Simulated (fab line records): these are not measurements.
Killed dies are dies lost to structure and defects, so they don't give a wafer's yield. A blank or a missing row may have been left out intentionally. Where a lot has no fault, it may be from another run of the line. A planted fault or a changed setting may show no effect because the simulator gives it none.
Which of the tools did it? / flow berkeley-cmos170 / 14 lots, 42 wafers sampled, at 4 steps of a route of 331

== WHAT THE GAUGES READ, wafer by wafer ==
UCB170_M3_RS_MEAS_02: the measuring method here is four-point-probe. Usual: M3_AL_RS typically reads 0.0321 ohm/sq, with standard deviation 0.0003.
lot=L654; measured=day 10 10:32; on=film-metro-01; M3_AL_RS (ohm/sq)=0.0315 0.0317 0.0320; flag=
lot=L653; measured=day 10 12:29; on=film-metro-01; M3_AL_RS (ohm/sq)=0.0320 0.0318 0.0322; flag=
lot=L661; measured=day 12 02:40; on=film-metro-01; M3_AL_RS (ohm/sq)=0.0314 0.0320 0.0318; flag=
lot=L660; measured=day 12 06:19; on=film-metro-02; M3_AL_RS (ohm/sq)=0.0317 0.0317 0.0315; flag=
lot=L662; measured=day 12 07:08; on=film-metro-04; M3_AL_RS (ohm/sq)=0.0326 0.0320 0.0320; flag=
lot=L664; measured=day 12 06:12; on=film-metro-01; M3_AL_RS (ohm/sq)=0.0316 0.0320 0.0319; flag=
lot=L663; measured=day 12 07:26; on=film-metro-02; M3_AL_RS (ohm/sq)=0.0326 0.0323 0.0324; flag=
lot=L665; measured=day 12 08:28; on=film-metro-01; M3_AL_RS (ohm/sq)=0.0320 0.0319 0.0319; flag=
lot=L667; measured=day 13 16:46; on=film-metro-02; M3_AL_RS (ohm/sq)=0.0317 0.0319 0.0319; flag=
lot=L666; measured=day 13 14:30; on=film-metro-02; M3_AL_RS (ohm/sq)=0.0323 0.0320 0.0319; flag=
lot=L668; measured=day 13 16:53; on=film-metro-04; M3_AL_RS (ohm/sq)=0.0318 0.0318 0.0321; flag=
lot=L669; measured=day 13 17:09; on=film-metro-01; M3_AL_RS (ohm/sq)=0.0322 0.0322 0.0326; flag=
lot=L670; measured=day 13 16:30; on=film-metro-01; M3_AL_RS (ohm/sq)=0.0325 0.0327 0.0326; flag=
lot=L671; measured=day 14 08:38; on=film-metro-04; M3_AL_RS (ohm/sq)=0.0319 0.0320 0.0321; flag=

== EACH LOT AND THE TOOL THAT RAN IT (in order: tool; ch and the chambers of the sampled wafers; start) ==
lot=L654; UCB170_NVT_CLEAN_10=wet-bench-03 ch 2, day 8 00:36; UCB170_M2_STRIP_07=plasma-asher-02 ch 0,1, day 10 05:46; UCB170_V2_STRIP_15=plasma-asher-02 ch 0,1, day 10 10:10
lot=L653; UCB170_NVT_CLEAN_10=wet-bench-01 ch 3, day 8 00:48; UCB170_M2_STRIP_07=plasma-asher-04 ch 0,1, day 10 06:56; UCB170_V2_STRIP_15=plasma-asher-01 ch 0,1, day 10 12:05
lot=L661; UCB170_NVT_CLEAN_10=wet-bench-01 ch 3, day 9 19:36; UCB170_M2_STRIP_07=plasma-asher-02 ch 0,1, day 11 18:34; UCB170_V2_STRIP_15=plasma-asher-01 ch 0,1, day 12 02:17
lot=L660; UCB170_NVT_CLEAN_10=wet-bench-01 ch 2, day 9 19:50; UCB170_M2_STRIP_07=plasma-asher-03 ch 0,1, day 12 00:32; UCB170_V2_STRIP_15=plasma-asher-01 ch 0,1, day 12 05:54
lot=L662; UCB170_NVT_CLEAN_10=wet-bench-03 ch 2, day 10 02:38; UCB170_M2_STRIP_07=plasma-asher-03 ch 0,1, day 12 01:13; UCB170_V2_STRIP_15=plasma-asher-04 ch 0,1, day 12 06:46
lot=L664; UCB170_NVT_CLEAN_10=wet-bench-01 ch 0, day 10 02:53; UCB170_M2_STRIP_07=plasma-asher-02 ch 0,1, day 12 00:46; UCB170_V2_STRIP_15=plasma-asher-02 ch 1, day 12 05:47
lot=L663; UCB170_NVT_CLEAN_10=wet-bench-03 ch 0, day 10 02:59; UCB170_M2_STRIP_07=plasma-asher-02 ch 0,1, day 12 03:07; UCB170_V2_STRIP_15=plasma-asher-01 ch 0,1, day 12 07:04
lot=L665; UCB170_NVT_CLEAN_10=wet-bench-01 ch 0, day 10 03:14; UCB170_M2_STRIP_07=plasma-asher-04 ch 0,1, day 12 03:50; UCB170_V2_STRIP_15=plasma-asher-02 ch 0,1, day 12 07:59
lot=L667; UCB170_NVT_CLEAN_10=wet-bench-01 ch 2, day 10 20:20; UCB170_M2_STRIP_07=plasma-asher-02 ch 0,1, day 13 08:08; UCB170_V2_STRIP_15=plasma-asher-01 ch 0,1, day 13 16:24
lot=L666; UCB170_NVT_CLEAN_10=wet-bench-01 ch 1, day 10 20:31; UCB170_M2_STRIP_07=plasma-asher-03 ch 0,1, day 13 07:10; UCB170_V2_STRIP_15=plasma-asher-01 ch 0,1, day 13 14:07
lot=L668; UCB170_NVT_CLEAN_10=wet-bench-01 ch 2, day 11 03:02; UCB170_M2_STRIP_07=plasma-asher-03 ch 0,1, day 13 08:56; UCB170_V2_STRIP_15=plasma-asher-04 ch 0,1, day 13 16:31
lot=L669; UCB170_NVT_CLEAN_10=wet-bench-01 ch 0, day 11 03:02; UCB170_M2_STRIP_07=plasma-asher-02 ch 0,1, day 13 09:23; UCB170_V2_STRIP_15=plasma-asher-01 ch 0,1, day 13 16:46
lot=L670; UCB170_NVT_CLEAN_10=wet-bench-01 ch 0, day 11 03:02; UCB170_M2_STRIP_07=plasma-asher-04 ch 0,1, day 13 07:54; UCB170_V2_STRIP_15=plasma-asher-02 ch 0,1, day 13 16:02
lot=L671; UCB170_NVT_CLEAN_10=wet-bench-01 ch 0, day 11 20:10; UCB170_M2_STRIP_07=plasma-asher-03 ch 0,1, day 14 04:03; UCB170_V2_STRIP_15=plasma-asher-02 ch 0,1, day 14 08:16
- UCB170_NVT_CLEAN_10: cleans in SPM, time 600 s.
- UCB170_M2_STRIP_07: strips in O2.
- UCB170_V2_STRIP_15: strips in O2.

== AS READ BY THE TOOLS THEMSELVES (means over the sampled wafers that have a number; for cases with no such wafer, the mark the record gives instead) ==
UCB170_NVT_CLEAN_10. Usual: bath-guard-temp-C 120.0 C, standard deviation 0.41; bath-heat-duty-pct 14.4 %, standard deviation 1.4.
lot=L654; tool=wet-bench-03; bath-guard-temp-C (C)=-; bath-heat-duty-pct (%)=-; flag=OFF
lot=L653; tool=wet-bench-01; bath-guard-temp-C (C)=-; bath-heat-duty-pct (%)=-; flag=OFF
lot=L661; tool=wet-bench-01; bath-guard-temp-C (C)=119.5; bath-heat-duty-pct (%)=15.1; flag=
lot=L660; tool=wet-bench-01; bath-guard-temp-C (C)=120.4; bath-heat-duty-pct (%)=17.0; flag=
lot=L662; tool=wet-bench-03; bath-guard-temp-C (C)=120.0; bath-heat-duty-pct (%)=13.3; flag=
lot=L664; tool=wet-bench-01; bath-guard-temp-C (C)=120.2; bath-heat-duty-pct (%)=14.2; flag=
lot=L663; tool=wet-bench-03; bath-guard-temp-C (C)=118.9; bath-heat-duty-pct (%)=14.0; flag=
lot=L665; tool=wet-bench-01; bath-guard-temp-C (C)=120.0; bath-heat-duty-pct (%)=14.4; flag=
lot=L667; tool=wet-bench-01; bath-guard-temp-C (C)=120.4; bath-heat-duty-pct (%)=16.1; flag=
lot=L666; tool=wet-bench-01; bath-guard-temp-C (C)=119.7; bath-heat-duty-pct (%)=14.4; flag=
lot=L668; tool=wet-bench-01; bath-guard-temp-C (C)=120.4; bath-heat-duty-pct (%)=17.0; flag=
lot=L669; tool=wet-bench-01; bath-guard-temp-C (C)=120.2; bath-heat-duty-pct (%)=14.1; flag=
lot=L670; tool=wet-bench-01; bath-guard-temp-C (C)=120.0; bath-heat-duty-pct (%)=14.3; flag=
lot=L671; tool=wet-bench-01; bath-guard-temp-C (C)=119.9; bath-heat-duty-pct (%)=13.6; flag=

UCB170_M2_STRIP_07. Usual: drypump-motor-current-A 5.5 A, standard deviation 0.45; oes-product-au 0.735 a.u., standard deviation 0.0047; strip-time-to-endpoint-s 21.98 s, standard deviation 0.066.
lot=L654; tool=plasma-asher-02; drypump-motor-current-A (A)=5.5; oes-product-au (a.u.)=0.731; strip-time-to-endpoint-s (s)=22.04; flag=
lot=L653; tool=plasma-asher-04; drypump-motor-current-A (A)=5.5; oes-product-au (a.u.)=0.732; strip-time-to-endpoint-s (s)=22.04; flag=
lot=L661; tool=plasma-asher-02; drypump-motor-current-A (A)=5.3; oes-product-au (a.u.)=0.733; strip-time-to-endpoint-s (s)=21.98; flag=
lot=L660; tool=plasma-asher-03; drypump-motor-current-A (A)=5.7; oes-product-au (a.u.)=0.736; strip-time-to-endpoint-s (s)=21.95; flag=
lot=L662; tool=plasma-asher-03; drypump-motor-current-A (A)=5.3; oes-product-au (a.u.)=0.738; strip-time-to-endpoint-s (s)=21.87; flag=
lot=L664; tool=plasma-asher-02; drypump-motor-current-A (A)=5.6; oes-product-au (a.u.)=0.732; strip-time-to-endpoint-s (s)=22.04; flag=
lot=L663; tool=plasma-asher-02; drypump-motor-current-A (A)=5.3; oes-product-au (a.u.)=0.734; strip-time-to-endpoint-s (s)=22.05; flag=
lot=L665; tool=plasma-asher-04; drypump-motor-current-A (A)=5.5; oes-product-au (a.u.)=0.736; strip-time-to-endpoint-s (s)=22.02; flag=
lot=L667; tool=plasma-asher-02; drypump-motor-current-A (A)=5.3; oes-product-au (a.u.)=0.738; strip-time-to-endpoint-s (s)=21.98; flag=
lot=L666; tool=plasma-asher-03; drypump-motor-current-A (A)=5.7; oes-product-au (a.u.)=0.729; strip-time-to-endpoint-s (s)=21.96; flag=
lot=L668; tool=plasma-asher-03; drypump-motor-current-A (A)=5.3; oes-product-au (a.u.)=0.734; strip-time-to-endpoint-s (s)=22.05; flag=
lot=L669; tool=plasma-asher-02; drypump-motor-current-A (A)=5.3; oes-product-au (a.u.)=0.737; strip-time-to-endpoint-s (s)=21.99; flag=
lot=L670; tool=plasma-asher-04; drypump-motor-current-A (A)=5.5; oes-product-au (a.u.)=0.737; strip-time-to-endpoint-s (s)=22.11; flag=
lot=L671; tool=plasma-asher-03; drypump-motor-current-A (A)=5.3; oes-product-au (a.u.)=0.735; strip-time-to-endpoint-s (s)=21.95; flag=

UCB170_V2_STRIP_15. Usual: drypump-motor-current-A 5.8 A, standard deviation 0.39; oes-product-au 0.723 a.u., standard deviation 0.005; strip-time-to-endpoint-s 15.33 s, standard deviation 0.11.
lot=L654; tool=plasma-asher-02; drypump-motor-current-A (A)=5.6; oes-product-au (a.u.)=0.723; strip-time-to-endpoint-s (s)=15.39; flag=
lot=L653; tool=plasma-asher-01; drypump-motor-current-A (A)=6.1; oes-product-au (a.u.)=0.725; strip-time-to-endpoint-s (s)=15.31; flag=
lot=L661; tool=plasma-asher-01; drypump-motor-current-A (A)=6.0; oes-product-au (a.u.)=0.722; strip-time-to-endpoint-s (s)=15.31; flag=
lot=L660; tool=plasma-asher-01; drypump-motor-current-A (A)=6.1; oes-product-au (a.u.)=0.721; strip-time-to-endpoint-s (s)=15.37; flag=
lot=L662; tool=plasma-asher-04; drypump-motor-current-A (A)=5.6; oes-product-au (a.u.)=0.721; strip-time-to-endpoint-s (s)=15.47; flag=
lot=L664; tool=plasma-asher-02; drypump-motor-current-A (A)=5.8; oes-product-au (a.u.)=0.725; strip-time-to-endpoint-s (s)=15.39; flag=
lot=L663; tool=plasma-asher-01; drypump-motor-current-A (A)=6.1; oes-product-au (a.u.)=0.720; strip-time-to-endpoint-s (s)=15.27; flag=
lot=L665; tool=plasma-asher-02; drypump-motor-current-A (A)=5.5; oes-product-au (a.u.)=0.724; strip-time-to-endpoint-s (s)=15.42; flag=
lot=L667; tool=plasma-asher-01; drypump-motor-current-A (A)=6.0; oes-product-au (a.u.)=0.722; strip-time-to-endpoint-s (s)=15.32; flag=
lot=L666; tool=plasma-asher-01; drypump-motor-current-A (A)=6.1; oes-product-au (a.u.)=0.720; strip-time-to-endpoint-s (s)=15.34; flag=
lot=L668; tool=plasma-asher-04; drypump-motor-current-A (A)=5.5; oes-product-au (a.u.)=0.720; strip-time-to-endpoint-s (s)=15.51; flag=
lot=L669; tool=plasma-asher-01; drypump-motor-current-A (A)=6.1; oes-product-au (a.u.)=0.722; strip-time-to-endpoint-s (s)=15.26; flag=
lot=L670; tool=plasma-asher-02; drypump-motor-current-A (A)=5.3; oes-product-au (a.u.)=0.722; strip-time-to-endpoint-s (s)=15.33; flag=
lot=L671; tool=plasma-asher-02; drypump-motor-current-A (A)=5.3; oes-product-au (a.u.)=0.724; strip-time-to-endpoint-s (s)=15.33; flag=

== THE ANSWER, worked out from the rows above alone ==
Rule: a lot counts as off when the mean over its wafers that have a number is more than 3 standard deviations away from the usual mean. A lot without any number at a reading at which 4 lots or more have one is off too. Any other lot the step has rows for is counted as sound. The gauges are gone through in route order, then the tools' own readings, and for those a lot's mean is taken as printed above. The first step at which some lot is off is used, and at that step the reading that is off furthest; a lot without a number counts as furthest.
Off: L654, L653, at UCB170_NVT_CLEAN_10 (bath-guard-temp-C). Without a number there: L654, L653.
If a tool, at that step or one of the process steps before it, ran each lot that is off and ran no sound lot following the first of them, it fits. No candidate that was tried fits.

== WHAT THE SIMULATOR HAD INSERTED ==
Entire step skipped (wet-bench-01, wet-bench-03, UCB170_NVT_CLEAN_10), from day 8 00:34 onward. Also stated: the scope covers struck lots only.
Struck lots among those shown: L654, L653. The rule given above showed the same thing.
